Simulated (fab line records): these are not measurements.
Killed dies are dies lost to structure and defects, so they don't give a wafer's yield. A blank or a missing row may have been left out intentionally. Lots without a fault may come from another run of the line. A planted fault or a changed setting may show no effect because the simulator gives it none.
Lot-split experiment + flow berkeleyCmos170 + 23 wafers read from 5 lots, route of 331 steps

THE SPLIT
At UCB170_START_OXIDATION_02 (target thk 20 nm, ox time 1800 s), the setting tempC was moved away from the recipe's 950 C on 15 of the 23 wafers read, by -2.8% to +2.6%. All remaining wafers had this setting at the recipe value.

The file shows no step between the split and the reading.

THE READING
START_OXIDE_THK (nm), taken at UCB170_START_THK_MEAS_03. A value of 19.8 nm with a standard deviation of 0.34 nm is what fault-free wafers of this fab line usually give.

| wafer  | tool, chamber at the split | tempC as run, C | against the recipe | START_OXIDE_THK, nm | against lot-mates on the recipe |
|--------|----------------------------|-----------------|--------------------|---------------------|---------------------------------|
| L074.1 | -, -                       | 950             | recipe             | 20.0                | -                               |
| L074.3 | -, -                       | 950             | recipe             | 19.8                | -                               |
| L074.4 | -, -                       | 950             | recipe             | 19.9                | -                               |
| L074.5 | -, -                       | 950             | recipe             | 20.0                | -                               |
| L074.6 | -, -                       | 950             | recipe             | 19.8                | -                               |
| L080.2 | -, -                       | 975.1           | +2.6%              | 24.9                | no lot-mate on the recipe       |
| L080.3 | -, -                       | 975.1           | +2.6%              | 25.0                | no lot-mate on the recipe       |
| L080.4 | -, -                       | 975.1           | +2.6%              | 24.6                | no lot-mate on the recipe       |
| L080.5 | -, -                       | 975.1           | +2.6%              | 25.4                | no lot-mate on the recipe       |
| L080.6 | -, -                       | 975.1           | +2.6%              | 24.8                | no lot-mate on the recipe       |
| L081.2 | -, -                       | 923             | -2.8%              | 14.7                | no lot-mate on the recipe       |
| L081.3 | -, -                       | 923             | -2.8%              | 14.8                | no lot-mate on the recipe       |
| L081.4 | -, -                       | 923             | -2.8%              | 14.6                | no lot-mate on the recipe       |
| L081.5 | -, -                       | 923             | -2.8%              | 14.5                | no lot-mate on the recipe       |
| L081.6 | -, -                       | 923             | -2.8%              | 14.5                | no lot-mate on the recipe       |
| L082.1 | -, -                       | 928.8           | -2.2%              | 15.2                | no lot-mate on the recipe       |
| L082.2 | -, -                       | 928.8           | -2.2%              | 15.2                | no lot-mate on the recipe       |
| L082.4 | -, -                       | 928.8           | -2.2%              | 15.2                | no lot-mate on the recipe       |
| L082.5 | -, -                       | 928.8           | -2.2%              | 15.0                | no lot-mate on the recipe       |
| L082.6 | -, -                       | 928.8           | -2.2%              | 14.9                | no lot-mate on the recipe       |
| L084.1 | furnace-01, 0              | 950             | recipe             | 19.5                | -                               |
| L084.5 | furnace-01, 0              | 950             | recipe             | 19.9                | -                               |
| L084.6 | furnace-01, 0              | 950             | recipe             | 19.9                | -                               |

THE FIT
A straight line over all 23 wafers: START_OXIDE_THK changes by +1.94 nm for each +1% of tempC; r = +1.00; the points scatter about the line by 0.3 nm.
Too few moved wafers with a lot-mate on the recipe to fit a line net of each lot's own level.

THE WHOLE CHAIN: every reading that the file lists as answering this split, in the file's order
| step                      | what it does                     | reading                                                                           | change (the file's fit)              | r (the file's) |
|---------------------------|----------------------------------|-----------------------------------------------------------------------------------|--------------------------------------|----------------|
| UCB170_START_OXIDATION_02 | target thk 20 nm, ox time 1800 s | SiO2_of_START_OXIDATION_02.thkNm (the simulator's own value, which no gauge read) | +1.94 nm for each +1% of the setting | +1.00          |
| UCB170_START_THK_MEAS_03  |                                  | START_OXIDE_THK                                                                   | +1.94 for each +1% of the setting    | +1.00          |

FILE'S OWN FIT
START_OXIDE_THK changes by +1.94 nm for each +1% of tempC, r = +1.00.
